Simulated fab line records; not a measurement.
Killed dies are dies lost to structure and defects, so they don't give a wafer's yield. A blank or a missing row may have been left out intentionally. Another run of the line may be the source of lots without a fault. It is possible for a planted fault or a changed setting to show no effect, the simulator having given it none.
Split-lot study || flow berkeley cmos170 || route with 331 steps; 5 lots, 23 wafers read

ABOUT THE SPLIT
At UCB170_GATE_EXPOSE_09 (exposes mask POLY, target cd 350 nm), the setting dose mj was moved away from the recipe's 21 on 12 of the 23 wafers read, by -5.0% to +5.6%. This setting was run at the recipe's value on the other wafers.

FROM THE SPLIT TO THE READING: what the file shows between them, 6 steps
- UCB170_GATE_PEB_10
- UCB170_GATE_DEVELOP_11: develop time 45 s
- UCB170_GATE_CD_MEAS_12: target cd 350 nm
- UCB170_GATE_ETCH_14: etches BARC in N2/H2
- UCB170_GATE_ETCH_15: etches poly-Si in HBr/Cl2, stops on SiO2, time 56.3 s, target depth 278.2 nm
- UCB170_GATE_STRIP_16: strips in O2

THE READING
Shown in nm: cd nm at UCB170_GATE_CD_MEAS_90, with target cd 350 nm. On this fab line, fault-free wafers typically give 350.4 nm with a standard deviation of 1.3 nm.

{"wafer": "L074.2", "tool, chamber at the split": "krf scanner-01, 0", "dose mj as run": 20.37, "against the recipe": "-3.0%", "cd nm, nm": 355.9, "against lot-mates on the recipe": "+5.4"}
{"wafer": "L074.3", "tool, chamber at the split": "krf scanner-01, 0", "dose mj as run": 21, "against the recipe": "recipe", "cd nm, nm": 350.8, "against lot-mates on the recipe": "-"}
{"wafer": "L074.4", "tool, chamber at the split": "krf scanner-01, 0", "dose mj as run": 20.37, "against the recipe": "-3.0%", "cd nm, nm": 356.3, "against lot-mates on the recipe": "+5.8"}
{"wafer": "L074.5", "tool, chamber at the split": "krf scanner-01, 0", "dose mj as run": 20.37, "against the recipe": "-3.0%", "cd nm, nm": 354.3, "against lot-mates on the recipe": "+3.8"}
{"wafer": "L074.6", "tool, chamber at the split": "krf scanner-01, 0", "dose mj as run": 21, "against the recipe": "recipe", "cd nm, nm": 350.2, "against lot-mates on the recipe": "-"}
{"wafer": "L076.2", "tool, chamber at the split": "krf scanner-01, 0", "dose mj as run": 21, "against the recipe": "recipe", "cd nm, nm": 349.2, "against lot-mates on the recipe": "-"}
{"wafer": "L076.3", "tool, chamber at the split": "krf scanner-01, 0", "dose mj as run": 21, "against the recipe": "recipe", "cd nm, nm": 349.7, "against lot-mates on the recipe": "-"}
{"wafer": "L076.4", "tool, chamber at the split": "krf scanner-01, 0", "dose mj as run": 21, "against the recipe": "recipe", "cd nm, nm": 350.4, "against lot-mates on the recipe": "-"}
{"wafer": "L075.1", "tool, chamber at the split": "krf scanner-02, 0", "dose mj as run": 22.17, "against the recipe": "+5.6%", "cd nm, nm": 339.7, "against lot-mates on the recipe": -9.2}
{"wafer": "L075.2", "tool, chamber at the split": "krf scanner-02, 0", "dose mj as run": 22.17, "against the recipe": "+5.6%", "cd nm, nm": 341.0, "against lot-mates on the recipe": -7.9}
{"wafer": "L075.4", "tool, chamber at the split": "krf scanner-02, 0", "dose mj as run": 21, "against the recipe": "recipe", "cd nm, nm": 349.5, "against lot-mates on the recipe": "-"}
{"wafer": "L075.5", "tool, chamber at the split": "krf scanner-02, 0", "dose mj as run": 21, "against the recipe": "recipe", "cd nm, nm": 348.4, "against lot-mates on the recipe": "-"}
{"wafer": "L075.6", "tool, chamber at the split": "krf scanner-02, 0", "dose mj as run": 22.17, "against the recipe": "+5.6%", "cd nm, nm": 339.9, "against lot-mates on the recipe": -9.1}
{"wafer": "L077.1", "tool, chamber at the split": "krf scanner-01, 0", "dose mj as run": 20.04, "against the recipe": "-4.6%", "cd nm, nm": 359.1, "against lot-mates on the recipe": "+8.7"}
{"wafer": "L077.2", "tool, chamber at the split": "krf scanner-01, 0", "dose mj as run": 21, "against the recipe": "recipe", "cd nm, nm": 351.5, "against lot-mates on the recipe": "-"}
{"wafer": "L077.3", "tool, chamber at the split": "krf scanner-01, 0", "dose mj as run": 20.04, "against the recipe": "-4.6%", "cd nm, nm": 359.1, "against lot-mates on the recipe": "+8.7"}
{"wafer": "L077.4", "tool, chamber at the split": "krf scanner-01, 0", "dose mj as run": 20.04, "against the recipe": "-4.6%", "cd nm, nm": 360.2, "against lot-mates on the recipe": "+9.8"}
{"wafer": "L077.6", "tool, chamber at the split": "krf scanner-01, 0", "dose mj as run": 21, "against the recipe": "recipe", "cd nm, nm": 349.4, "against lot-mates on the recipe": "-"}
{"wafer": "L085.1", "tool, chamber at the split": "krf scanner-01, 0", "dose mj as run": 21, "against the recipe": "recipe", "cd nm, nm": 348.8, "against lot-mates on the recipe": "-"}
{"wafer": "L085.2", "tool, chamber at the split": "krf scanner-01, 0", "dose mj as run": 19.94, "against the recipe": "-5.0%", "cd nm, nm": 360.1, "against lot-mates on the recipe": "+11.3"}
{"wafer": "L085.3", "tool, chamber at the split": "krf scanner-01, 0", "dose mj as run": 19.94, "against the recipe": "-5.0%", "cd nm, nm": 360.6, "against lot-mates on the recipe": "+11.8"}
{"wafer": "L085.4", "tool, chamber at the split": "krf scanner-01, 0", "dose mj as run": 19.94, "against the recipe": "-5.0%", "cd nm, nm": 357.5, "against lot-mates on the recipe": "+8.7"}
{"wafer": "L085.6", "tool, chamber at the split": "krf scanner-01, 0", "dose mj as run": 21, "against the recipe": "recipe", "cd nm, nm": 348.8, "against lot-mates on the recipe": "-"}

THE FIT
A straight line over all 23 wafers: cd nm changes by -1.87 nm for each +1% of dose mj; r = -0.99; the points scatter about the line by 1 nm.
The same after taking each lot's own level away (the mean of its wafers on the recipe; 23 wafers): -1.8 nm for each +1%; r = -0.99; scatter 1.1 nm.
That fit puts the effect of the largest move of dose mj on the reading at 10 nm.
The span of the lots' own levels, 348.80 to 350.50 nm, comes to 1.3 times the standard deviation stated above.
Consequently the slope shifts little with the lot-to-lot level, the two slopes agreeing.
Check: with one of the wafers moved furthest among these (+5.6%) left out of the fit, the line predicts -9.72 nm for it against its lot-mates. It came out at -9.25 nm against them.

THE OTHER SPLITS THESE WAFERS WENT THROUGH
Before the reading, these wafers also passed through other splits. Each is held against what the fit with the lots' levels taken away leaves over:
{"other split on the same wafers": "UCB170_PWELL_CVD_05 temp c", "wafers away from the commonest value": 10, "r with cd nm (lot level and that fit taken away)": -0.17}
{"other split on the same wafers": "UCB170_ACTIVE_COAT_08 resist thk nm", "wafers away from the commonest value": 8, "r with cd nm (lot level and that fit taken away)": "+0.17"}
{"other split on the same wafers": "UCB170_ACTIVE_ETCH_15 time s", "wafers away from the commonest value": 7, "r with cd nm (lot level and that fit taken away)": -0.18}
{"other split on the same wafers": "UCB170_PFIELD_COAT_01 spin rpm", "wafers away from the commonest value": 7, "r with cd nm (lot level and that fit taken away)": "+0.06"}
{"other split on the same wafers": "UCB170_GATE_OXIDATION_01 ox time s", "wafers away from the commonest value": 10, "r with cd nm (lot level and that fit taken away)": -0.33}

THE WHOLE CHAIN: every reading that the file lists as answering this split, in the file's order
{"step": "UCB170_GATE_CD_MEAS_12", "what it does": "target cd 350 nm", "reading": "cd nm", "change (the file's fit)": "-1.82 nm for each +1% of the setting", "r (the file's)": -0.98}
{"step": "UCB170_GATE_ETCH_15", "what it does": "etches poly-Si in HBr/Cl2, stops on SiO2, time 56.3 s, target depth 278.2 nm", "reading": "GATE.cd nm (the simulator's own value, which no gauge read)", "change (the file's fit)": "-1.83 nm for each +1% of the setting", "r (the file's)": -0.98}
{"step": "UCB170_GATE_CD_MEAS_90", "what it does": "target cd 350 nm", "reading": "cd nm", "change (the file's fit)": "-1.84 nm for each +1% of the setting", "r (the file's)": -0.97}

FILE'S OWN FIT
cd nm changes by -1.84 nm for each +1% of dose mj, r = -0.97.
